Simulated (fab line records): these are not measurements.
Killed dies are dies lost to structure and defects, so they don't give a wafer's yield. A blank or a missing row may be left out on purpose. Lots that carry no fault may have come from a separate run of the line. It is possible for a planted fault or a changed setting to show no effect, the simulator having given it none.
Comparing a struck lot with a sound one ; flow ritCmos ; 19 steps out of a route of 202
Sound: these wafers, L588.2, L588.3, L588.6. Struck: wafers L604.3, L604.5, L604.6. Last of all comes the cause.
At each step with rows: each side's tool, then ch and its chambers, then its first start. Under that, the readings that differ: sound wafers ; struck wafers ; difference of the means ; sigmas: that difference in standard deviations of wafers without a fault.
alike: words and numbers the same on both sides, and readings whose means are apart by under 2 such deviations; not compared: readings that were withheld, readings missing a value for some wafer, numbers with overlapping values and no deviation given by the record, and bounds like >300 which may hide the same value.
The two part at a step that has a row with sigmas, a row that says differs or no value, or rows on one side only. Numbers that have no deviation but don't overlap get no sigmas and don't part them. A reading missing from all wafers of one side parts the sides only when that side holds two or more wafers.

RIT_CONTACT_STRIP_12: strips in O2, time 180 s.
  sound on plasmaAsher-04 ch 0,1, day 3 07:06; struck on plasmaAsher-04 ch 0,1, day 6 14:46
  alike: drypumpMotorCurrentA
  not compared: rfHoursCounterH
RIT_CONTACT_CD_MEAS_90: the cd target is 1000 nm.
  sound on cdSem-01, day 3 07:17; struck on cdSem-02, day 6 14:56
  alike: cdNm
then, 2 steps without rows for these wafers: RIT_CONTACT_CLEAN_13 (cleans in SC1, time 600 s); RIT_CONTACT_CLEAN_14 (cleans in SC2, time 600 s).
RIT_M1_SPUTTER_00: material Al, target thk 400 nm, time 500 s.
  sound on pvdSputter-02, day 3 07:46; struck on pvdSputter-01, day 6 15:22
  alike: chamberPressurePa, throttleValvePct
RIT_M1_RS_MEAS_01: measures by four-point-probe.
  sound on filmMetro-03, day 3 08:04; struck on filmMetro-04, day 6 15:43
  alike: M1_AL_RS
RIT_M1_THK_MEAS_02: measures by xrf.
  sound on filmMetro-03, day 3 08:11; struck on filmMetro-04, day 6 15:49
  alike: M1_AL_THK
then, 5 steps without rows for these wafers: RIT_M1_HMDS_03 (prime time 60 s); RIT_M1_COAT_04 (resist thk 1280 nm); RIT_M1_SOFTBAKE_05 (time 60 s); RIT_M1_EXPOSE_06 (exposes mask M12, target cd 2600 nm); RIT_M1_PEB_07.
RIT_M1_DEVELOP_08: develop time 68 s.
  sound on lithoTrack-01 ch 0, day 3 09:00; struck on lithoTrack-04 ch 0, day 6 16:00
  alike: resistLineTempC
RIT_M1_CD_MEAS_09: the cd target is 2600 nm.
  sound on cdSem-02, day 3 09:16; struck on cdSem-02, day 6 17:11
reading;sound;struck;difference;sigmas
cdNm (nm);2599.3 2599.4 2600.3;2638.1 2637.1 2639.5;+38.6;+20
  not compared: hold
RIT_M1_OVL_MEAS_10:
  sound on overlay-02, day 3 09:22; struck on overlay-02, day 6 20:19
reading;sound;struck;difference;sigmas
hold;- - -;awaitDispo/3.1h/release awaitDispo/3.1h/release awaitDispo/3.1h/release;no value on the sound wafers;
  alike: M1_OVL
then, 1 step without rows for these wafers: RIT_M1_HARDBAKE_11 (time 120 s).
RIT_M1_METAL_ETCH_12: etches Al in Cl2/BCl3, stops on SiO2, time 165 s, target depth 600 nm.
  sound on rieMetal-02 ch 0,1, day 3 09:38; struck on rieMetal-04 ch 0,1, day 6 20:40
reading;sound;struck;difference;sigmas
model.M1.cdNm (nm);2599 2600 2600;2637 2637 2640;+38;
  alike: drypumpMotorCurrentA, oesProductAu, throttleValvePct
  not compared: rfHoursCounterH
then, 1 step without rows for these wafers: RIT_M1_STRIP_13 (strips in nmp, time 600 s).
RIT_M1_PROBE_99:
  sound on prober-01, day 3 11:57; struck on prober-01, day 7 05:35
reading;sound;struck;difference;sigmas
killedAtContacts;1 0 1;0 0 0;-1;-2
  alike: defectLimitedYield, killedAtFrontEnd, killedDies, killedOpen, killedShort, sort_bin_3_pad_short, sort_bin_5_function, sort_bin_6_memory, sortNPass, sortYieldPct

WHERE THEY PART
At RIT_M1_CD_MEAS_09 first; at RIT_M1_PROBE_99 last (within this record only).

WHY: what the simulator had put in
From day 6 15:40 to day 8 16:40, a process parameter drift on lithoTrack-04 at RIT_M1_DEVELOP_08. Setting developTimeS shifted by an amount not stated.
